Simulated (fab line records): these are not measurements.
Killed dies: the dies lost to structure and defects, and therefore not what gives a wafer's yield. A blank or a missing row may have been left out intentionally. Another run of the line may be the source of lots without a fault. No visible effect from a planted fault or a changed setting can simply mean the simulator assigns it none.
Which tool is to blame? -- flow ritCmos -- 7 lots with 21 wafers sampled at 2 steps, on a route of 202 steps

== WHAT EACH GAUGE READ, for each wafer ==
RIT_REOX_THK_MEAS_04.
lot,measured,on,REOX_OXIDE_THK (nm)
L283,day 3 14:11,filmMetro-01,24.9 25.2 25.2
L285,day 4 00:25,filmMetro-02,24.5 24.3 24.3
L287,day 4 12:41,filmMetro-02,23.6 23.8 23.6
L289,day 4 14:53,filmMetro-03,24.8 24.7 24.8
L294,day 5 14:21,filmMetro-02,27.4 27.7 28.2
L296,day 5 23:53,filmMetro-02,27.9 27.3 27.3
L304,day 7 19:29,filmMetro-02,25.9 25.3 25.4

== TOOL THAT RAN EACH LOT (tool first, then ch and the chambers of the sampled wafers, then the start) ==
lot,RIT_REOX_OXIDATION_03
L283,"furnace-03 ch 0, day 3 11:38"
L285,"furnace-01 ch 0, day 3 21:52"
L287,"furnace-01 ch 0, day 4 10:07"
L289,"furnace-03 ch 0, day 4 12:20"
L294,"furnace-03 ch 0, day 5 11:47"
L296,"furnace-03 ch 0, day 5 21:20"
L304,"furnace-01 ch 0, day 7 16:55"
- RIT_REOX_OXIDATION_03: target thk 25.2 nm, ox time 5580 s.

== THE ANSWER, worked out from the rows above alone ==
Rule: usual is defined by the lots themselves. The widest of any qualifying gaps counts: lots, ordered by their means at a reading, are off when they make up no more than a third of the lots, leave a main group of 4 or more, and stand apart from it by 3 or more times the standard deviation of that group's means. Not used: any main group whose means are identical at the precision the tables above print for the reading. A lot without any number at a reading at which 4 lots or more have one is off too. All remaining lots with rows at the step are treated as sound.
Off: L294, L296, at RIT_REOX_THK_MEAS_04 (REOX_OXIDE_THK). The main group: mean 24.7 nm, standard deviation 0.64.
A tool fits if, at a process step before that reading, it ran every lot that is off, and no sound lot after the first of them. Gauges at RIT_REOX_THK_MEAS_04: tried the same way as those tools. One fits: furnace-03 at RIT_REOX_OXIDATION_03. A fault onset in the window from L289 (day 4 12:20, its last sound lot) to L294 (day 5 11:47, its first lot off) fits.

== WHAT HAD BEEN PUT IN BY THE SIMULATOR ==
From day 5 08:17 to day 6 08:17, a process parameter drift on furnace-03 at RIT_REOX_OXIDATION_03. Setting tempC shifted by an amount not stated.
Shown lots that were struck: L294, L296. The rule above reached the same finding.
